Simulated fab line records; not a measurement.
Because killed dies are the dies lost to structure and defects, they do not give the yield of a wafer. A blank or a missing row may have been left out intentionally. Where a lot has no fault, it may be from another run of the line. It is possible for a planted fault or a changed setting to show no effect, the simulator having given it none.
Tool commonality check || flow berkeleyCmos170 || 42 wafers sampled across 14 lots

== WHY THIS WAS OPENED ==
UCB170_V1_THK_MEAS_04, reading V1_POLISHED_THK: flagged on 2 of 14 lots. No-fault wafers: 999.1 nm, standard deviation 1.1.
Rule: a lot gets a flag if all its wafers with a number sit over 4 standard deviations from that mean, or if no wafer of it has a number. The other lots count as sound.

{"lot": "L377", "measured": "day 7 13:29", "on": "filmMetro-01", "V1_POLISHED_THK (nm), wafer by wafer": "998.5 999.9 1001.3", "flag": ""}
{"lot": "L379", "measured": "day 7 22:56", "on": "filmMetro-03", "V1_POLISHED_THK (nm), wafer by wafer": "999.8 998.6 998.4", "flag": ""}
{"lot": "L381", "measured": "day 8 09:40", "on": "filmMetro-04", "V1_POLISHED_THK (nm), wafer by wafer": "1001.2 999.1 998.6", "flag": ""}
{"lot": "L382", "measured": "day 8 09:46", "on": "filmMetro-03", "V1_POLISHED_THK (nm), wafer by wafer": "999.5 998.7 998.0", "flag": ""}
{"lot": "L383", "measured": "day 8 22:31", "on": "filmMetro-01", "V1_POLISHED_THK (nm), wafer by wafer": "998.1 1001.1 996.8", "flag": ""}
{"lot": "L386", "measured": "day 9 02:35", "on": "filmMetro-04", "V1_POLISHED_THK (nm), wafer by wafer": "997.7 999.5 999.6", "flag": ""}
{"lot": "L385", "measured": "day 9 06:22", "on": "filmMetro-04", "V1_POLISHED_THK (nm), wafer by wafer": "1980.0 2039.8 2040.3", "flag": "FLAGGED"}
{"lot": "L387", "measured": "day 9 15:31", "on": "filmMetro-03", "V1_POLISHED_THK (nm), wafer by wafer": "1963.7 1987.9 2020.0", "flag": "FLAGGED"}
{"lot": "L388", "measured": "day 9 19:46", "on": "filmMetro-01", "V1_POLISHED_THK (nm), wafer by wafer": "998.7 998.1 998.5", "flag": ""}
{"lot": "L394", "measured": "day 11 00:45", "on": "filmMetro-01", "V1_POLISHED_THK (nm), wafer by wafer": "1000.9 997.2 998.3", "flag": ""}
{"lot": "L395", "measured": "day 11 01:05", "on": "filmMetro-03", "V1_POLISHED_THK (nm), wafer by wafer": "999.0 1000.9 999.3", "flag": ""}
{"lot": "L396", "measured": "day 11 04:31", "on": "filmMetro-01", "V1_POLISHED_THK (nm), wafer by wafer": "999.2 1000.2 998.7", "flag": ""}
{"lot": "L398", "measured": "day 11 20:10", "on": "filmMetro-04", "V1_POLISHED_THK (nm), wafer by wafer": "999.6 998.9 998.9", "flag": ""}
{"lot": "L400", "measured": "day 12 00:06", "on": "filmMetro-01", "V1_POLISHED_THK (nm), wafer by wafer": "997.4 998.0 998.5", "flag": ""}
On average the flagged lots read 2005.3 nm, which is +1006.2 nm against the usual, or +99 or more standard deviations.

== EACH LOT AND THE TOOL IT RAN ON ==
3 process steps preceding the reading are held in the record, out of 331 steps in the route. Every cell lists first the tool, next ch and the chambers used by the sampled wafers, and last the start.
{"lot": "L377", "flag": "", "UCB170_NSD_STRIP_09": "plasmaAsher-04 ch 0,1, day 6 23:13", "UCB170_SDANNEAL_RTA_01": "rtpAnneal-02 ch 0, day 7 01:07", "UCB170_V1_CMP_02": "cmp-02 ch 0,1,2, day 7 13:06"}
{"lot": "L379", "flag": "", "UCB170_NSD_STRIP_09": "plasmaAsher-02 ch 0,1, day 7 08:59", "UCB170_SDANNEAL_RTA_01": "rtpAnneal-01 ch 0, day 7 10:07", "UCB170_V1_CMP_02": "cmp-01 ch 0,1, day 7 22:30"}
{"lot": "L381", "flag": "", "UCB170_NSD_STRIP_09": "plasmaAsher-04 ch 0,1, day 7 19:56", "UCB170_SDANNEAL_RTA_01": "rtpAnneal-01 ch 0, day 7 21:10", "UCB170_V1_CMP_02": "cmp-02 ch 0,2,3, day 8 09:21"}
{"lot": "L382", "flag": "", "UCB170_NSD_STRIP_09": "plasmaAsher-03 ch 0,1, day 7 20:22", "UCB170_SDANNEAL_RTA_01": "rtpAnneal-02 ch 0, day 7 21:28", "UCB170_V1_CMP_02": "cmp-01 ch 0,3, day 8 09:20"}
{"lot": "L383", "flag": "", "UCB170_NSD_STRIP_09": "plasmaAsher-04 ch 0,1, day 8 04:58", "UCB170_SDANNEAL_RTA_01": "rtpAnneal-01 ch 0, day 8 06:04", "UCB170_V1_CMP_02": "cmp-02 ch 2,3, day 8 22:08"}
{"lot": "L386", "flag": "", "UCB170_NSD_STRIP_09": "plasmaAsher-02 ch 0,1, day 8 11:36", "UCB170_SDANNEAL_RTA_01": "rtpAnneal-01 ch 0, day 8 12:51", "UCB170_V1_CMP_02": "cmp-01 ch 0,1,2, day 9 02:10"}
{"lot": "L385", "flag": "FLAGGED", "UCB170_NSD_STRIP_09": "plasmaAsher-04 ch 0,1, day 8 11:47", "UCB170_SDANNEAL_RTA_01": "rtpAnneal-02 ch 0, day 8 13:28", "UCB170_V1_CMP_02": "cmp-02 ch 2,3, day 9 05:59"}
{"lot": "L387", "flag": "FLAGGED", "UCB170_NSD_STRIP_09": "plasmaAsher-03 ch 0,1, day 9 02:55", "UCB170_SDANNEAL_RTA_01": "rtpAnneal-01 ch 0, day 9 04:08", "UCB170_V1_CMP_02": "cmp-01 ch 0,1,3, day 9 15:05"}
{"lot": "L388", "flag": "", "UCB170_NSD_STRIP_09": "plasmaAsher-02 ch 0,1, day 9 03:07", "UCB170_SDANNEAL_RTA_01": "rtpAnneal-02 ch 0, day 9 04:22", "UCB170_V1_CMP_02": "cmp-02 ch 0,2, day 9 19:20"}
{"lot": "L394", "flag": "", "UCB170_NSD_STRIP_09": "plasmaAsher-02 ch 0,1, day 10 10:47", "UCB170_SDANNEAL_RTA_01": "rtpAnneal-01 ch 0, day 10 12:09", "UCB170_V1_CMP_02": "cmp-02 ch 0,1, day 11 00:20"}
{"lot": "L395", "flag": "", "UCB170_NSD_STRIP_09": "plasmaAsher-04 ch 0,1, day 10 10:52", "UCB170_SDANNEAL_RTA_01": "rtpAnneal-02 ch 0, day 10 12:25", "UCB170_V1_CMP_02": "cmp-01 ch 0,1,3, day 11 00:47"}
{"lot": "L396", "flag": "", "UCB170_NSD_STRIP_09": "plasmaAsher-03 ch 0,1, day 10 11:08", "UCB170_SDANNEAL_RTA_01": "rtpAnneal-01 ch 0, day 10 12:37", "UCB170_V1_CMP_02": "cmp-02 ch 2,3, day 11 04:04"}
{"lot": "L398", "flag": "", "UCB170_NSD_STRIP_09": "plasmaAsher-02 ch 0,1, day 11 04:47", "UCB170_SDANNEAL_RTA_01": "rtpAnneal-02 ch 0, day 11 07:01", "UCB170_V1_CMP_02": "cmp-01 ch 1,2,3, day 11 19:43"}
{"lot": "L400", "flag": "", "UCB170_NSD_STRIP_09": "plasmaAsher-03 ch 0,1, day 11 08:52", "UCB170_SDANNEAL_RTA_01": "rtpAnneal-02 ch 0, day 11 10:15", "UCB170_V1_CMP_02": "cmp-02 ch 0,1, day 11 23:40"}
What the steps here do:
- UCB170_NSD_STRIP_09: strips in O2.
- UCB170_SDANNEAL_RTA_01: time 5 s.
- UCB170_V1_CMP_02: polishes SiO2.
- UCB170_V1_THK_MEAS_04

== FLAGGED AGAINST TOTAL, ONE TOOL AT A TIME (gauges that did the reading follow at the end) ==
{"step": "UCB170_NSD_STRIP_09", "tool": "plasmaAsher-02", "lots run": 5, "flagged": 0, "share of the flagged lots": "none", "sound lots run after its first flagged lot": "-"}
{"step": "UCB170_NSD_STRIP_09", "tool": "plasmaAsher-03", "lots run": 4, "flagged": 1, "share of the flagged lots": "some", "sound lots run after its first flagged lot": "2 (L396,L400)"}
{"step": "UCB170_NSD_STRIP_09", "tool": "plasmaAsher-04", "lots run": 5, "flagged": 1, "share of the flagged lots": "some", "sound lots run after its first flagged lot": "1 (L395)"}
{"step": "UCB170_SDANNEAL_RTA_01", "tool": "rtpAnneal-01", "lots run": 7, "flagged": 1, "share of the flagged lots": "some", "sound lots run after its first flagged lot": "2 (L394,L396)"}
{"step": "UCB170_SDANNEAL_RTA_01", "tool": "rtpAnneal-02", "lots run": 7, "flagged": 1, "share of the flagged lots": "some", "sound lots run after its first flagged lot": "4 (L388,L395,L398,L400)"}
{"step": "UCB170_V1_CMP_02", "tool": "cmp-01", "lots run": 6, "flagged": 1, "share of the flagged lots": "some", "sound lots run after its first flagged lot": "2 (L395,L398)"}
{"step": "UCB170_V1_CMP_02", "tool": "cmp-02", "lots run": 8, "flagged": 1, "share of the flagged lots": "some", "sound lots run after its first flagged lot": "4 (L388,L394,L396,L400)"}
{"step": "UCB170_V1_THK_MEAS_04", "tool": "filmMetro-01", "lots run": 6, "flagged": 0, "share of the flagged lots": "none", "sound lots run after its first flagged lot": "-"}
{"step": "UCB170_V1_THK_MEAS_04", "tool": "filmMetro-03", "lots run": 4, "flagged": 1, "share of the flagged lots": "some", "sound lots run after its first flagged lot": "1 (L395)"}
{"step": "UCB170_V1_THK_MEAS_04", "tool": "filmMetro-04", "lots run": 4, "flagged": 1, "share of the flagged lots": "some", "sound lots run after its first flagged lot": "1 (L398)"}

== THE TABLE: WHAT IT ALLOWS ==
No row of the table ran every flagged lot.

== WHAT THE SIMULATOR PUT IN ==
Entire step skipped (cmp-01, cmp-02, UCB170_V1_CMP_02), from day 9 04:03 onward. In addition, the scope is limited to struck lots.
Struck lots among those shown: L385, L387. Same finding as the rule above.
